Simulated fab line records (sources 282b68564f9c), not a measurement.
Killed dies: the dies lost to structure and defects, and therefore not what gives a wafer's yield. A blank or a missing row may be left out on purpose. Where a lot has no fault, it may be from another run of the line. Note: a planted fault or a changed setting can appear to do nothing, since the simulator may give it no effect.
fab line records	flow rit_cmos
record lots=6	wafers=18	last_day=19
route steps=202 shown PWELL@42 WELLDRIVE@50 NWELL@51 NRETRO@53 M1@202
lots that met no fault: from a run of the same line without faults
start_h: the number of hours between the record's first day and the start of the first shown wafer of the lot	wait_h: how many hours have passed since the lot's step before this one	" unchanged from the row above	L1.1+2: several wafers, shown together as one row	- no value, or no start was given	* or withheld: withheld	< > ~ a bound
route shown NAME@n: a module of which the file shows steps, and the number in the route of the first	usual: mean/standard deviation of fault-free wafers	same: alike in all rows	chamber/n: place in a boat	sites: readings site by site	_std_site: the values' standard deviation	_edge_site: inner sites' mean taken away from outer sites' mean	radius_mm: for every site, how far away it sits from the centre of the wafer	mask NAME#n: copy n	behind: tool/chamber where the wafer was last shaped	hold: why the lot went on hold/how many hours it stayed there/how the hold came to an end	device: the transistor (n, p or np) that didn't switch	end of line: the same wafers' tests at the end of the route	step lacking rows: just its recipe	killed: at the first sort, the dies lost to defects and structure; wafer yield is something else	map: the dies of a wafer, with x for killed, . for not killed, _ for no die there
set.NAME: the setting that was run; set.NAME@STEP: the one run at that earlier step	model.NAME: the simulator's own value behind a step, which no gauge read
lots at some steps of the route; a table a step, a row a wafer
services: the hour from which a tool's chamber was out of use, counted from the record's first day as start_h (under 0 if before that day), plus the number of hours and why
## steps
# step RIT_PWELL_EXPOSE_03
# recipe mask_id=M3	na=0.57	target_cd_nm=43700	dose_mj=250
# step RIT_PWELL_PEB_04
# recipe resist=NOVOLAK	temp_c=withheld	time_s=withheld
# step RIT_PWELL_DEVELOP_05
# recipe resist=NOVOLAK	develop_time_s=68	dev_temp_c=23
# step RIT_PWELL_OVL_MEAS_06
# usual PWELL_OVL=0.4/1.2
lot.wafer	tool	chamber	start_h	wait_h	PWELL_OVL[nm]
L810.2	overlay-01	-	48.10	-	1.2
L810.3	"	-	"	"	1.7
L810.6	"	-	"	"	1.1
L814.3	overlay-01	-	72.62	-	0.5
L814.5	"	-	"	"	1.6
L814.6	"	-	"	"	0.2
L825.1	overlay-02	-	124.73	-	-1.6
L825.2	"	-	"	"	-0.7
L825.3	"	-	"	"	-0.9
L826.1	overlay-01	-	129.77	-	-0.7
L826.4	"	-	"	"	1.1
L826.5	"	-	"	"	-1.6
L827.1	overlay-02	-	134.63	-	-0.4
L827.3	"	-	"	"	-0.3
L827.6	"	-	"	"	-0.1
L828.1	overlay-02	-	137.95	-	0.5
L828.3	"	-	"	"	1.0
L828.4	"	-	"	"	1.1
# step RIT_PWELL_HARDBAKE_07
# recipe resist=NOVOLAK	temp_c=140	time_s=120
# step RIT_PWELL_IMPLANT_08
# recipe species=B	energy_kev=170	dose_cm2=7e+13	tilt_deg=7
# step RIT_PWELL_STRIP_09
# recipe chemistry=O2	time_s=180	resist=NOVOLAK	platen_temp_c=withheld	power_w=500	pressure_mtorr=4000	o2_flow_sccm=4000
# usual drypump_motor_current_A=6.1/0.4
lot.wafer	tool	chamber	start_h	wait_h	drypump_motor_current_A	rf_hours_counter_h
L810.2	plasma_asher-01	1	48.53	0.1	6.4	43
L810.3	"	1	"	"	6.4	-
L810.6	"	1	"	"	6.4	-
L814.3	plasma_asher-01	1	73.10	0.1	6.4	-
L814.5	"	0	"	"	5.6	-
L814.6	"	1	"	"	6.4	-
L825.1	plasma_asher-02	0	125.19	0.1	5.6	43
L825.2	"	1	"	"	5.8	43
L825.3	"	0	"	"	5.7	-
L826.1	plasma_asher-01	0	130.21	0.1	5.6	1
L826.4	"	0	"	"	5.6	-
L826.5	"	0	"	"	5.6	-
L827.1	plasma_asher-01	0	135.07	0.1	5.6	2
L827.3	"	0	"	"	5.6	-
L827.6	"	0	"	"	5.7	-
L828.1	plasma_asher-01	0	138.39	0.1	5.6	2
L828.3	"	0	"	"	5.6	-
L828.4	"	1	"	"	6.4	-
# step RIT_PWELL_TW_MEAS_10
# usual PWELL_TW=958/8.8
lot.wafer	tool	chamber	start_h	wait_h	PWELL_TW
L810.2	film_metro-02	-	48.71	0.1	968
L810.3	"	-	"	"	963
L810.6	"	-	"	"	967
L814.3	film_metro-02	-	73.24	0.1	964
L814.5	"	-	"	"	969
L814.6	"	-	"	"	968
L825.1	film_metro-01	-	125.36	0.1	953
L825.2	"	-	"	"	954
L825.3	"	-	"	"	958
L826.1	film_metro-02	-	130.38	0.1	961
L826.4	"	-	"	"	961
L826.5	"	-	"	"	960
L827.1	film_metro-04	-	135.24	0.1	941
L827.3	"	-	"	"	950
L827.6	"	-	"	"	948
L828.1	film_metro-04	-	138.56	0.1	946
L828.3	"	-	"	"	949
L828.4	"	-	"	"	946
# step RIT_WELLDRIVE_ANNEAL_00
# recipe temp_c=1100	time_s=14700	ambient=N2
# step RIT_WELLDRIVE_RS_MEAS_01
# recipe thk_meas_gauge=four-point-probe
# usual NWELL_RS=275.3/0.69
lot.wafer	tool	chamber	start_h	wait_h	NWELL_RS[ohm/sq]
L810.2	film_metro-02	-	54.07	0.0	276.3
L810.3	"	-	"	"	275.8
L810.6	"	-	"	"	275.2
L814.3	film_metro-01	-	79.74	0.0	276.0
L814.5	"	-	"	"	275.5
L814.6	"	-	"	"	275.3
L825.1	film_metro-01	-	131.24	0.0	275.0
L825.2	"	-	"	"	274.4
L825.3	"	-	"	"	274.0
L826.1	film_metro-01	-	136.32	0.0	274.8
L826.4	"	-	"	"	275.1
L826.5	"	-	"	"	274.4
L827.1	film_metro-02	-	142.14	0.0	275.3
L827.3	"	-	"	"	275.0
L827.6	"	-	"	"	275.3
L828.1	film_metro-04	-	143.74	0.0	276.3
L828.3	"	-	"	"	275.9
L828.4	"	-	"	"	276.5
# step RIT_WELLDRIVE_RS_MEAS_02
# recipe thk_meas_gauge=four-point-probe
# usual PWELL_RS=429.1/1.2
lot.wafer	tool	chamber	start_h	wait_h	PWELL_RS[ohm/sq]
L810.2	film_metro-02	-	54.19	0.1	428.2
L810.3	"	-	"	"	429.3
L810.6	"	-	"	"	428.1
L814.3	film_metro-01	-	79.86	0.1	429.5
L814.5	"	-	"	"	428.8
L814.6	"	-	"	"	428.6
L825.1	film_metro-01	-	131.36	0.1	429.6
L825.2	"	-	"	"	430.3
L825.3	"	-	"	"	430.0
L826.1	film_metro-01	-	136.44	0.1	429.5
L826.4	"	-	"	"	428.0
L826.5	"	-	"	"	429.3
L828.1	film_metro-04	-	143.86	0.1	429.4
L828.3	"	-	"	"	428.4
L828.4	"	-	"	"	428.0
L827.1	film_metro-02	-	417.05	274.9	428.3
L827.3	"	-	"	"	428.4
L827.6	"	-	"	"	429.0
# step RIT_NRETRO_HMDS_00
# recipe prime_time_s=60	prime_temp_c=140
# step RIT_NRETRO_COAT_01
# recipe resist=NOVOLAK	spin_rpm=2000	resist_thk_nm=1300
# usual spin_speed_rpm=2000.0/1.2
lot.wafer	tool	chamber	start_h	wait_h	spin_speed_rpm	model.NOVOLAK_of_NRETRO_COAT_01.thk_nm
L810.2	litho_track-04	0	54.46	0.1	1998.6	1294
L810.3	"	0	"	"	1998.3	1299
L810.6	"	0	"	"	1999.6	1294
L814.3	litho_track-02	0	80.14	0.1	1999.1	1308
L814.5	"	0	"	"	2000.3	1312
L814.6	"	0	"	"	1997.9	1311
L825.1	litho_track-04	0	131.63	0.1	1659.4	1427
L825.2	"	0	"	"	1660.9	1423
L825.3	"	0	"	"	1659.5	1430
L826.1	litho_track-04	0	136.71	0.1	1660.6	1429
L826.4	"	0	"	"	1660.0	1425
L826.5	"	0	"	"	1661.2	1423
L828.1	litho_track-03	0	144.13	0.1	2001.4	1304
L828.3	"	0	"	"	1999.5	1300
L828.4	"	0	"	"	2002.2	1299
L827.1	litho_track-03	0	417.62	0.1	1999.2	1303
L827.3	"	0	"	"	2000.8	1303
L827.6	"	0	"	"	1998.3	1304
# step RIT_NRETRO_SOFTBAKE_02
# recipe resist=NOVOLAK	temp_c=90	time_s=60
# step RIT_NRETRO_EXPOSE_03
# recipe mask_id=M4	na=0.57	target_cd_nm=43900	dose_mj=250
# step RIT_NRETRO_PEB_04
# recipe resist=NOVOLAK	temp_c=withheld	time_s=withheld
# step RIT_NRETRO_DEVELOP_05
# recipe resist=NOVOLAK	develop_time_s=68	dev_temp_c=23
# step RIT_NRETRO_OVL_MEAS_06
# usual NRETRO_OVL=0.5/1.4
lot.wafer	tool	chamber	start_h	wait_h	NRETRO_OVL[nm]
L810.2	overlay-02	-	55.17	-	-0.3
L810.3	"	-	"	"	-0.6
L810.6	"	-	"	"	-0.2
L814.3	overlay-02	-	80.83	-	2.0
L814.5	"	-	"	"	-0.5
L814.6	"	-	"	"	3.1
L825.1	overlay-01	-	132.44	-	0.2
L825.2	"	-	"	"	-0.2
L825.3	"	-	"	"	1.0
L826.1	overlay-02	-	137.44	-	0.0
L826.4	"	-	"	"	-1.1
L826.5	"	-	"	"	0.4
L828.1	overlay-02	-	144.99	-	2.1
L828.3	"	-	"	"	2.0
L828.4	"	-	"	"	2.0
L827.1	overlay-01	-	418.51	-	0.0
L827.3	"	-	"	"	-0.1
L827.6	"	-	"	"	-0.4
# step RIT_NRETRO_HARDBAKE_07
# recipe resist=NOVOLAK	temp_c=140	time_s=120
lot.wafer	tool	chamber	start_h	wait_h	model.NOVOLAK_of_NRETRO_COAT_01.thk_nm
L810.2	litho_track-04	0	55.24	0.1	1132
L810.3	"	0	"	"	1136
L810.6	"	0	"	"	1131
L814.3	litho_track-03	0	80.94	0.1	1144
L814.5	"	0	"	"	1147
L814.6	"	0	"	"	1146
L825.1	litho_track-02	0	132.48	0.0	1247
L825.2	"	0	"	"	1242
L825.3	"	0	"	"	1249
L826.1	litho_track-03	0	137.51	0.1	1248
L826.4	"	0	"	"	1244
L826.5	"	0	"	"	1243
L828.1	litho_track-02	0	145.02	0.0	1140
L828.3+4	"	0	"	"	1136
L827.1+3+6	litho_track-04	0	418.58	0.1	1140
# step RIT_NRETRO_IMPLANT_08
# recipe species=P	energy_kev=70	dose_cm2=1e+13	tilt_deg=7
# step RIT_M1_PROBE_99
# usual killed_at_contacts=0.1/0.27	killed_at_front_end=6/3	killed_dies=7/3	killed_open=3.1/2	killed_short=3.4/2
# same gross_dies=264	killed_at_M0_to_M3=0	killed_at_M4_up=0	killed_at_back_side=0	killed_at_other=0
lot.wafer	tool	chamber	start_h	wait_h	killed_at_contacts	killed_at_front_end	killed_dies	killed_open	killed_short
L810.2	prober-02	-	89.69	0.1	0	9	9	3	6
L810.3	prober-02	-	89.74	0.2	0	5	5	2	3
L810.6	prober-02	-	89.89	0.2	0	9	9	5	4
L814.3	prober-02	-	119.07	0.2	0	4	4	3	1
L814.5	prober-02	-	119.17	0.2	1	5	6	4	2
L814.6	prober-02	-	119.22	0.2	0	9	9	6	3
L825.1	prober-01	-	163.26	0.1	0	1	1	1	0
L825.2	prober-01	-	163.31	0.1	0	10	10	4	6
L825.3	prober-01	-	163.36	0.2	0	4	4	3	1
L826.1	prober-02	-	168.21	0.1	0	4	4	0	4
L826.4	prober-02	-	168.36	0.2	0	3	3	2	1
L826.5	prober-02	-	168.41	0.2	0	4	4	3	1
L828.1	prober-01	-	173.51	0.1	0	4	4	1	3
L828.3	prober-01	-	173.61	0.2	0	4	4	1	3
L828.4	prober-01	-	173.66	0.2	0	5	5	1	4
L827.1	prober-01	-	450.00	0.1	0	7	7	3	4
L827.3	prober-01	-	450.10	0.2	0	5	5	1	4
L827.6	prober-01	-	450.25	0.2	0	13	13	9	4
# killed by level:class
L810.2 FOX1:geometric_particle:short=2 GATE:geometric_particle:open=2 SPACER:geometric_particle:short=2 ACTIVE:geometric_particle:short=1 FOX2:geometric_particle:short=1 SILICIDE:geometric_particle:open=1
L810.3 FOX1:geometric_particle:open=1 GATE:geometric_particle:short=1 REOX:geometric_particle:short=1 SPACER:geometric_particle:open=1 SILICIDE:geometric_particle:short=1
L810.6 GATE:geometric_particle:short=3 FOX2:geometric_particle:open=2 SPACER:geometric_particle:open=2 FOX1:geometric_particle:short=1 GATE:geometric_particle:open=1
L814.3 REOX:geometric_particle:open=2 GATE:geometric_particle:open=1 SILICIDE:geometric_particle:short=1
L814.5 FOX1:geometric_particle:open=1 FOX1:geometric_particle:short=1 GATE:geometric_particle:open=1 SPACER:geometric_particle:short=1 SILICIDE:geometric_particle:open=1 CONTACT:geometric_particle:open=1
L814.6 GATE:geometric_particle:open=5 FOX1:geometric_particle:open=1 FOX2:geometric_particle:short=1 GATE:geometric_particle:short=1 REOX:geometric_particle:short=1
L825.1 FOX2:geometric_particle:open=1
L825.2 GATE:geometric_particle:open=2 GATE:geometric_particle:short=2 SILICIDE:geometric_particle:open=2 SILICIDE:geometric_particle:short=2 REOX:geometric_particle:short=1 SPACER:geometric_particle:short=1
L825.3 GATE:geometric_particle:open=3 SILICIDE:geometric_particle:short=1
L826.1 REOX:geometric_particle:short=2 SPACER:geometric_particle:short=1 SILICIDE:geometric_particle:short=1
L826.4 FOX1:geometric_particle:open=1 FOX2:geometric_particle:open=1 SPACER:geometric_particle:short=1
L826.5 FOX2:geometric_particle:open=2 GATE:geometric_particle:short=1 REOX:geometric_particle:open=1
L828.1 GATE:geometric_particle:short=2 REOX:geometric_particle:open=1 REOX:geometric_particle:short=1
L828.3 GATE:geometric_particle:short=2 FOX1:geometric_particle:short=1 GATE:geometric_particle:open=1
L828.4 GATE:geometric_particle:short=4 FOX2:geometric_particle:open=1
L827.1 GATE:geometric_particle:open=3 GATE:geometric_particle:short=2 REOX:geometric_particle:short=1 SPACER:geometric_particle:short=1
L827.3 FOX1:geometric_particle:short=1 FOX1:geometric_particle:open=1 FOX2:geometric_particle:short=1 GATE:geometric_particle:short=1 SILICIDE:geometric_particle:short=1
L827.6 GATE:geometric_particle:open=6 FOX1:geometric_particle:open=3 FOX1:geometric_particle:short=2 FOX2:geometric_particle:short=1 SPACER:geometric_particle:short=1
## services
tool	chamber	start_h	hours	kind
plasma_asher-02	-	26.21	1.6	repair
plasma_asher-02	-	105.02	4.3	repair
plasma_asher-01	-	108.75	9.0	pm
plasma_asher-01	0	108.75	9.0	vent_cycle
plasma_asher-01	1	108.75	9.0	vent_cycle
plasma_asher-01	0	117.75	-	clean
plasma_asher-01	1	117.75	-	clean
plasma_asher-02	-	135.24	0.7	repair
plasma_asher-01	-	260.83	2.8	pm
plasma_asher-01	-	279.26	0.9	repair
## key
first_sign step=RIT_NRETRO_COAT_01	reading=spin_speed_rpm	direction=down	sigmas=99+	usual=2000.0	struck=1660.3
effect none on later readings
model_effect step=RIT_NRETRO_COAT_01	value=NOVOLAK_of_NRETRO_COAT_01.thk_nm	without=1299	struck=1426
model_effect step=RIT_NRETRO_HARDBAKE_07	value=NOVOLAK_of_NRETRO_COAT_01.thk_nm	without=1136	struck=1246
met_at RIT_NRETRO_COAT_01
struck_wafers L825.1,L825.2,L825.3,L826.1,L826.4,L826.5
tester_left_out L825,L826
onset_between 54.46 131.63
fault kind=process_parameter_drift	tool=litho_track-04	chamber=-	onset_h=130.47	steps=RIT_NRETRO_COAT_01	channel=spin_rpm	offset=-339.92	shape=step	end_h=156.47	acts_in=these_recipes_only	stated=2000
# tester_left_out: of these lots the tester's yield and bins aren't shown, on N5 and GAA mostly nor the transistor test; their killed dies are dies lost to structure and defects alone, not to doping, threshold or leakage, so they don't give the yield
